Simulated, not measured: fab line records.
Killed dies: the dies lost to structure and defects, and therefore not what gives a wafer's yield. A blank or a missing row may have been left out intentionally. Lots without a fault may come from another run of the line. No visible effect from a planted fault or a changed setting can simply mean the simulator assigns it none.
Which of the tools did it? || flow berkeley_cmos170 || 13 lots with 39 wafers sampled at 4 steps, on a route of 331 steps

## WHAT THE GAUGES READ, wafer by wafer
UCB170_PVT_OVL_MEAS_06. Usual: PVT_OVL gives 0 nm (standard deviation 5.4).
{"lot": "L870", "measured": "day 5 20:31", "on": "overlay-02", "PVT_OVL (nm)": "-9 -13 -2", "flag": ""}
{"lot": "L871", "measured": "day 6 10:35", "on": "overlay-01", "PVT_OVL (nm)": "5 1 2", "flag": ""}
{"lot": "L872", "measured": "day 6 11:39", "on": "overlay-01", "PVT_OVL (nm)": "1 8 -4", "flag": ""}
{"lot": "L873", "measured": "day 6 11:56", "on": "overlay-01", "PVT_OVL (nm)": "12 -2 6", "flag": ""}
{"lot": "L875", "measured": "day 6 19:37", "on": "overlay-01", "PVT_OVL (nm)": "9 2 1", "flag": ""}
{"lot": "L880", "measured": "day 7 11:22", "on": "overlay-01", "PVT_OVL (nm)": "-1 -8 -11", "flag": ""}
{"lot": "L877", "measured": "day 7 11:35", "on": "overlay-01", "PVT_OVL (nm)": "0 -2 1", "flag": ""}
{"lot": "L878", "measured": "day 7 11:54", "on": "overlay-02", "PVT_OVL (nm)": "3 3 2", "flag": ""}
{"lot": "L879", "measured": "day 7 12:35", "on": "overlay-02", "PVT_OVL (nm)": "-2 -8 1", "flag": ""}
{"lot": "L881", "measured": "day 7 19:15", "on": "overlay-01", "PVT_OVL (nm)": "-11 -3 8", "flag": ""}
{"lot": "L882", "measured": "day 8 06:39", "on": "overlay-01", "PVT_OVL (nm)": "14 7 5", "flag": ""}
{"lot": "L888", "measured": "day 9 14:05", "on": "overlay-02", "PVT_OVL (nm)": "5 8 3", "flag": ""}
{"lot": "L893", "measured": "day 10 13:52", "on": "overlay-02", "PVT_OVL (nm)": "-5 6 3", "flag": ""}

UCB170_SPACER_THK_MEAS_01. Usual: SPACER_TEOS_THK gives 385 nm (standard deviation 5.6).
{"lot": "L870", "measured": "day 6 17:47", "on": "film_metro-04", "SPACER_TEOS_THK (nm)": "379 390 387", "flag": ""}
{"lot": "L871", "measured": "day 7 03:57", "on": "film_metro-02", "SPACER_TEOS_THK (nm)": "383 386 385", "flag": ""}
{"lot": "L872", "measured": "day 7 04:25", "on": "film_metro-02", "SPACER_TEOS_THK (nm)": "389 386 392", "flag": ""}
{"lot": "L873", "measured": "day 7 04:13", "on": "film_metro-03", "SPACER_TEOS_THK (nm)": "385 382 391", "flag": ""}
{"lot": "L875", "measured": "day 7 14:16", "on": "film_metro-03", "SPACER_TEOS_THK (nm)": "379 377 388", "flag": ""}
{"lot": "L880", "measured": "day 8 03:29", "on": "film_metro-02", "SPACER_TEOS_THK (nm)": "389 386 388", "flag": ""}
{"lot": "L877", "measured": "day 8 03:38", "on": "film_metro-04", "SPACER_TEOS_THK (nm)": "383 378 386", "flag": ""}
{"lot": "L878", "measured": "day 8 03:50", "on": "film_metro-03", "SPACER_TEOS_THK (nm)": "378 386 385", "flag": ""}
{"lot": "L879", "measured": "day 8 03:07", "on": "film_metro-02", "SPACER_TEOS_THK (nm)": "384 382 389", "flag": ""}
{"lot": "L881", "measured": "day 8 13:58", "on": "film_metro-04", "SPACER_TEOS_THK (nm)": "387 391 395", "flag": ""}
{"lot": "L882", "measured": "day 9 00:15", "on": "film_metro-03", "SPACER_TEOS_THK (nm)": "382 386 389", "flag": ""}
{"lot": "L888", "measured": "day 10 07:14", "on": "film_metro-03", "SPACER_TEOS_THK (nm)": "493 372 374", "flag": "OFF"}
{"lot": "L893", "measured": "day 11 07:32", "on": "film_metro-04", "SPACER_TEOS_THK (nm)": "382 384 390", "flag": ""}

## EACH LOT AND THE TOOL THAT RAN IT (in order: tool; ch and the chambers of the sampled wafers; start)
{"lot": "L870", "UCB170_PLDD_STRIP_10": "plasma_asher-01 ch 0,1, day 6 12:13", "UCB170_SPACER_CVD_00": "pecvd-01 ch 0,1,2, day 6 17:44"}
{"lot": "L871", "UCB170_PLDD_STRIP_10": "plasma_asher-03 ch 1, day 7 01:08", "UCB170_SPACER_CVD_00": "pecvd-03 ch 0,1,2, day 7 03:54"}
{"lot": "L872", "UCB170_PLDD_STRIP_10": "plasma_asher-03 ch 0,1, day 7 01:31", "UCB170_SPACER_CVD_00": "pecvd-03 ch 0,2, day 7 04:22"}
{"lot": "L873", "UCB170_PLDD_STRIP_10": "plasma_asher-01 ch 0,1, day 7 01:25", "UCB170_SPACER_CVD_00": "pecvd-01 ch 0,1, day 7 04:10"}
{"lot": "L875", "UCB170_PLDD_STRIP_10": "plasma_asher-03 ch 0,1, day 7 11:04", "UCB170_SPACER_CVD_00": "pecvd-03 ch 0,1,2, day 7 14:13"}
{"lot": "L880", "UCB170_PLDD_STRIP_10": "plasma_asher-02 ch 0,1, day 8 01:09", "UCB170_SPACER_CVD_00": "pecvd-02 ch 0,2, day 8 03:25"}
{"lot": "L877", "UCB170_PLDD_STRIP_10": "plasma_asher-03 ch 0,1, day 8 01:11", "UCB170_SPACER_CVD_00": "pecvd-01 ch 1,2, day 8 03:35"}
{"lot": "L878", "UCB170_PLDD_STRIP_10": "plasma_asher-02 ch 1, day 8 01:17", "UCB170_SPACER_CVD_00": "pecvd-03 ch 0,2, day 8 03:47"}
{"lot": "L879", "UCB170_PLDD_STRIP_10": "plasma_asher-03 ch 0,1, day 8 00:50", "UCB170_SPACER_CVD_00": "pecvd-03 ch 0,1,2, day 8 03:04"}
{"lot": "L881", "UCB170_PLDD_STRIP_10": "plasma_asher-03 ch 0, day 8 10:20", "UCB170_SPACER_CVD_00": "pecvd-03 ch 0,2, day 8 13:54"}
{"lot": "L882", "UCB170_PLDD_STRIP_10": "plasma_asher-01 ch 0,1, day 8 21:46", "UCB170_SPACER_CVD_00": "pecvd-03 ch 0,2, day 9 00:11"}
{"lot": "L888", "UCB170_PLDD_STRIP_10": "plasma_asher-02 ch 0,1, day 10 05:07", "UCB170_SPACER_CVD_00": "pecvd-03 ch 0,2, day 10 07:12"}
{"lot": "L893", "UCB170_PLDD_STRIP_10": "plasma_asher-02 ch 0,1, day 11 03:41", "UCB170_SPACER_CVD_00": "pecvd-02 ch 1,2, day 11 07:29"}
- UCB170_PLDD_STRIP_10: strips in O2.
- UCB170_SPACER_CVD_00: deposits SiO2 from TEOS/O2, target thk 376 nm, time 48.07 s.

## AS READ BY THE TOOLS THEMSELVES (means over the sampled wafers that have a number; for cases with no such wafer, the mark the record gives instead)
UCB170_PLDD_STRIP_10. Usual: drypump_motor_current_A 5.4 A, standard deviation 0.39; oes_product_au 0.734 a.u., standard deviation 0.0049; strip_time_to_endpoint_s 21.67 s, standard deviation 0.065.
{"lot": "L870", "tool": "plasma_asher-01", "drypump_motor_current_A (A)": 5.3, "oes_product_au (a.u.)": 0.735, "strip_time_to_endpoint_s (s)": 21.64, "flag": ""}
{"lot": "L871", "tool": "plasma_asher-03", "drypump_motor_current_A (A)": 4.9, "oes_product_au (a.u.)": 0.735, "strip_time_to_endpoint_s (s)": 21.66, "flag": ""}
{"lot": "L872", "tool": "plasma_asher-03", "drypump_motor_current_A (A)": 5.1, "oes_product_au (a.u.)": 0.733, "strip_time_to_endpoint_s (s)": 21.68, "flag": ""}
{"lot": "L873", "tool": "plasma_asher-01", "drypump_motor_current_A (A)": 5.3, "oes_product_au (a.u.)": 0.731, "strip_time_to_endpoint_s (s)": 21.68, "flag": ""}
{"lot": "L875", "tool": "plasma_asher-03", "drypump_motor_current_A (A)": 5.4, "oes_product_au (a.u.)": 0.739, "strip_time_to_endpoint_s (s)": 21.57, "flag": ""}
{"lot": "L880", "tool": "plasma_asher-02", "drypump_motor_current_A (A)": 5.4, "oes_product_au (a.u.)": 0.732, "strip_time_to_endpoint_s (s)": 21.72, "flag": ""}
{"lot": "L877", "tool": "plasma_asher-03", "drypump_motor_current_A (A)": 5.4, "oes_product_au (a.u.)": 0.742, "strip_time_to_endpoint_s (s)": 21.63, "flag": ""}
{"lot": "L878", "tool": "plasma_asher-02", "drypump_motor_current_A (A)": 6.1, "oes_product_au (a.u.)": 0.736, "strip_time_to_endpoint_s (s)": 21.76, "flag": ""}
{"lot": "L879", "tool": "plasma_asher-03", "drypump_motor_current_A (A)": 5.4, "oes_product_au (a.u.)": 0.735, "strip_time_to_endpoint_s (s)": 21.74, "flag": ""}
{"lot": "L881", "tool": "plasma_asher-03", "drypump_motor_current_A (A)": 5.6, "oes_product_au (a.u.)": 0.734, "strip_time_to_endpoint_s (s)": 21.65, "flag": ""}
{"lot": "L882", "tool": "plasma_asher-01", "drypump_motor_current_A (A)": 5.3, "oes_product_au (a.u.)": 0.729, "strip_time_to_endpoint_s (s)": 21.78, "flag": ""}
{"lot": "L888", "tool": "plasma_asher-02", "drypump_motor_current_A (A)": 5.8, "oes_product_au (a.u.)": 0.739, "strip_time_to_endpoint_s (s)": 21.67, "flag": ""}
{"lot": "L893", "tool": "plasma_asher-02", "drypump_motor_current_A (A)": 5.8, "oes_product_au (a.u.)": 0.733, "strip_time_to_endpoint_s (s)": 21.72, "flag": ""}

UCB170_SPACER_CVD_00. Usual: heater_power_w at 276 W, with a standard deviation of 62.
{"lot": "L870", "tool": "pecvd-01", "heater_power_w (W)": 273, "flag": ""}
{"lot": "L871", "tool": "pecvd-03", "heater_power_w (W)": 262, "flag": ""}
{"lot": "L872", "tool": "pecvd-03", "heater_power_w (W)": 328, "flag": ""}
{"lot": "L873", "tool": "pecvd-01", "heater_power_w (W)": 262, "flag": ""}
{"lot": "L875", "tool": "pecvd-03", "heater_power_w (W)": 276, "flag": ""}
{"lot": "L880", "tool": "pecvd-02", "heater_power_w (W)": 272, "flag": ""}
{"lot": "L877", "tool": "pecvd-01", "heater_power_w (W)": 242, "flag": ""}
{"lot": "L878", "tool": "pecvd-03", "heater_power_w (W)": 288, "flag": ""}
{"lot": "L879", "tool": "pecvd-03", "heater_power_w (W)": 231, "flag": ""}
{"lot": "L881", "tool": "pecvd-03", "heater_power_w (W)": 293, "flag": ""}
{"lot": "L882", "tool": "pecvd-03", "heater_power_w (W)": 301, "flag": ""}
{"lot": "L888", "tool": "pecvd-03", "heater_power_w (W)": 288, "flag": ""}
{"lot": "L893", "tool": "pecvd-02", "heater_power_w (W)": 237, "flag": ""}

## THE ANSWER, worked out from the rows above alone
Rule: a lot is off if the mean of its wafers that have a number lies more than 3 standard deviations from the usual mean. A lot without any number at a reading at which 4 lots or more have one is off too. All remaining lots with rows at the step are treated as sound. Order of review: gauges by route order, followed by the tools' own readings, for which a lot's mean as printed above is used. The first step at which some lot is off is used, and at that step the reading that is off furthest; a lot without a number counts as furthest.
Off: at UCB170_SPACER_THK_MEAS_01 (SPACER_TEOS_THK), L888.
A tool fits if, at a process step before that reading, it ran every lot that is off, and no sound lot after the first of them. Those tools and the gauges at UCB170_SPACER_THK_MEAS_01 are tried in the same way. This does not decide it: 2 tools fit, namely pecvd-03 at UCB170_SPACER_CVD_00 and film_metro-03 at UCB170_SPACER_THK_MEAS_01.

## WHAT THE SIMULATOR PUT IN
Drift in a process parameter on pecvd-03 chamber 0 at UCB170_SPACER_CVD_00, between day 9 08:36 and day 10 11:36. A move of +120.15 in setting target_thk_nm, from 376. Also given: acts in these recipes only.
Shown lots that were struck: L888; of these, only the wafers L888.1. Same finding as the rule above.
